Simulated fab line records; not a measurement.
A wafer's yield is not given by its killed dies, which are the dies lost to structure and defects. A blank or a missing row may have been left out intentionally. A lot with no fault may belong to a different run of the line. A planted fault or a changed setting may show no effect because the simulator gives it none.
Problem report in the 8D (eight disciplines) form, filled by code | flow rit cmos | the parts of the form that need people (team, actions taken, sign-off) are left out

== 1. THE ISSUE ==
NLDD_TW at RIT_NLDD_TW_MEAS_10 reads a mean of 2785 on 6 wafers of 2 lots; wafers without a fault read 2474 with a standard deviation of 20. That puts it +16 standard deviations away from the usual mean.
First observed at day 6 22:43: wafer L548.4, on film metro-04. Wafers with a number at this step in the record: 42, from 14 lots. Rule for "out" (also "out of limits"): further than 4 standard deviations from the usual mean. The rest of the wafers with a number are treated as sound.

== 2. WHAT THIS IS AND IS NOT ==
question                    | is                           | is not
which readings at this step | NLDD_TW                      | -
which lots                  | L548, L549                   | L528, L534, L535, L536, L539, L540, L541, L542, L543, L544, L550, L551
which wafers of those lots  | all that have a number       | -
read on which gauges        | film metro-03, film metro-04 | film metro-02
when                        | from day 6 22:43             | up to then (30 sound wafers); but 6 sound wafers of L550, L551 came after

== 3. THE SUSPECTS, EACH WITH WHAT RULES IT OUT ==
Counting: a tool stays on the suspect list if, at a process step up to the reading, it processed all lots that are out and no sound lot following the first of them.
- the gauge at RIT_NLDD_TW_MEAS_10: ruled out. 2 gauges (film metro-03, film metro-04) read the wafers that are out.
- implanter-02 at RIT_NLDD_IMPLANT_08: kept. It ran every lot that is out, first L548 (day 6 22:26), and no sound lot after that; its last sound lot up to then is L542 (day 5 16:19). Its own readings are out on those wafers: dose ions cm2, faraday current uA.
The count leaves implanter-02 at RIT_NLDD_IMPLANT_08.

== 4. THE CAUSE (what the simulator had put in) ==
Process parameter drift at RIT_NLDD_IMPLANT_08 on implanter-02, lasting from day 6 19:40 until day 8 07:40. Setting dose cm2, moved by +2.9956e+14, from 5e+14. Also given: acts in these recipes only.
This tool alone remained once counting was done.

== 5. THE CHAIN OF EFFECTS, in route order ==
Each row: a reading whose mean over the struck wafers that have a number lies more than 3 standard deviations from the usual. Only readings whose record carries a usual standard deviation are examined. hours: median over the lots of the time between each lot's start at the first step of this table that gives one and its start at this step. sigmas: the change, counted in usual standard deviations.
hours | step                    | reading            | usual        | on struck wafers | change | sigmas
0     | RIT_NLDD_IMPLANT_08     | dose ions cm2      | 5e+14        | 8e+14            | +3e+14 | +99 or more
0     | RIT_NLDD_IMPLANT_08     | faraday current uA | 1570         | 2546             | +976   | +30
0     | RIT_NLDD_TW_MEAS_10     | NLDD_TW            | 2474         | 2785             | +311   | +16
8     | RIT_SDANNEAL_RS_MEAS_07 | NLDD_RS            | 151.7 ohm/sq | 103.8            | -47.9  | -92
Here are the process steps it includes:
- RIT_NLDD_IMPLANT_08
At these later measuring or inspecting steps, every struck wafer for which the step has a row has a number for every such reading, and none has moved that far: RIT_PSD_TW_MEAS_10, RIT_M1_CD_MEAS_09.

== 6. HOW IT WOULD HAVE BEEN CAUGHT EARLIER ==
The first out-of-limits reading at a measuring or inspecting step in this record came at day 6 22:43, 3 hours after the fault's start at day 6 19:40.
At RIT_NLDD_IMPLANT_08, the tool's own readings (dose ions cm2, faraday current uA) were out on each struck wafer the step has a row for, so an alarm limit on them would have fired on the first such wafer.
Lots out: 2; of these, L549 started RIT_NLDD_IMPLANT_08 on implanter-02 after day 6 22:43. Had the tool been put on hold then, it would have been spared.
